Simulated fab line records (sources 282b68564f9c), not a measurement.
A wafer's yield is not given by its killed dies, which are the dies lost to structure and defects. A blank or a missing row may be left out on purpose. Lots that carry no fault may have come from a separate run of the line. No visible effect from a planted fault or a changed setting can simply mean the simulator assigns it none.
Comparing a struck lot with a sound one -- flow rit-cmos -- 15 out of 202 route steps
Sound: these wafers, L926.2, L926.5, L926.6. Struck: wafer L938.3 (L938.1, L938.2, from the same lot, were not struck and are left out); the cause is given at the end.
Per side, at each step with rows, come the tool, then ch with its chambers, and then its first start. Under that, the readings that differ: sound wafers -- struck wafers -- difference of the means -- sigmas: that difference in standard deviations of wafers without a fault.
alike: a reading whose means differ by less than 2 such deviations, as well as words and numbers matching on both sides. not compared: withheld readings; readings where some wafer has no value; bounds like >300 that might hide an equal value; numbers whose values overlap and for which the record gives no deviation.
Wherever a step has rows on one side only, a row that says differs or no value, or a row with sigmas, the two part there. Non-overlapping numbers with no deviation appear without sigmas and do not part them. Lack of a reading on every wafer of one side parts them only where that side has two or more wafers.

RIT_SILICIDE_RTA_06: time 10 s, ramp up 5 s, ramp down 10 s.
  sound on rtp-anneal-01 ch 0, day 3 13:49; struck on rtp-anneal-01 ch 0, day 6 06:40
  alike: wafer_temp_C_max
RIT_CONTACT_CVD_00: deposits SiO2 from TEOS, target thk 400 nm, time 61 s.
  sound on pecvd-04 ch 0,1, day 3 13:52; struck on pecvd-04 ch 0, day 6 06:44
  alike: heater-power-w, susceptor-temp-C
RIT_CONTACT_THK_MEAS_01:
  struck on film-metro-04, day 6 06:47; sound on film-metro-03, day 3 13:56
  alike: CONTACT_TEOS_THK
then, 6 steps without rows for these wafers: RIT_CONTACT_HMDS_02 (prime time 60 s); RIT_CONTACT_COAT_03 (resist thk 1000 nm); RIT_CONTACT_SOFTBAKE_04 (time 60 s); RIT_CONTACT_EXPOSE_05 (exposes mask M11, target cd 1000 nm); RIT_CONTACT_PEB_06; RIT_CONTACT_DEVELOP_07 (develop time 120 s).
RIT_CONTACT_CD_MEAS_08 targets a cd of 1000 nm.
  struck on cd-sem-01, day 6 07:53; sound on cd-sem-02, day 3 14:58
  alike: cd-nm
RIT_CONTACT_OVL_MEAS_09:
  struck on overlay-01, day 6 08:00; sound on overlay-02, day 3 15:05
  alike: CONTACT_OVL
then, 1 step without rows for these wafers: RIT_CONTACT_HARDBAKE_10 (time 60 s).
RIT_CONTACT_ETCH_11: etches SiO2 in CHF3/CF4/Ar, stops on TiSi2, target depth 480 nm, time 320 s.
  sound on rie-diel-02 ch 1,2, day 3 15:16; struck on rie-diel-03 ch 0, day 6 08:11
reading,sound,struck,difference,sigmas
model.NOVOLAK_of_CONTACT_COAT_03.thk-nm (nm),772.7 770.9 771.7,763,-9,
  alike: O2_flow_sccm, cf4-flow-sccm, drypump-motor-current-A, oes-product-au, throttle-valve-pct
  not compared: rf-hours-counter-h
RIT_CONTACT_STRIP_12: strips in O2, time 180 s.
  sound on plasma-asher-04 ch 0,1, day 3 15:27; struck on plasma-asher-03 ch 1, day 6 08:23
reading,sound,struck,difference,sigmas
drypump-motor-current-A (A),5.74 6.22 5.73,5.19,-0.71,-2
  not compared: rf-hours-counter-h
RIT_M1_PROBE_99:
  rows exist in the record for the struck wafers here (prober-02, day 6 13:19), but not for the sound ones

## WHERE THEY PART
At RIT_CONTACT_STRIP_12 first; at RIT_M1_PROBE_99 last (within this record only).

WHY: what had been put in by the simulator
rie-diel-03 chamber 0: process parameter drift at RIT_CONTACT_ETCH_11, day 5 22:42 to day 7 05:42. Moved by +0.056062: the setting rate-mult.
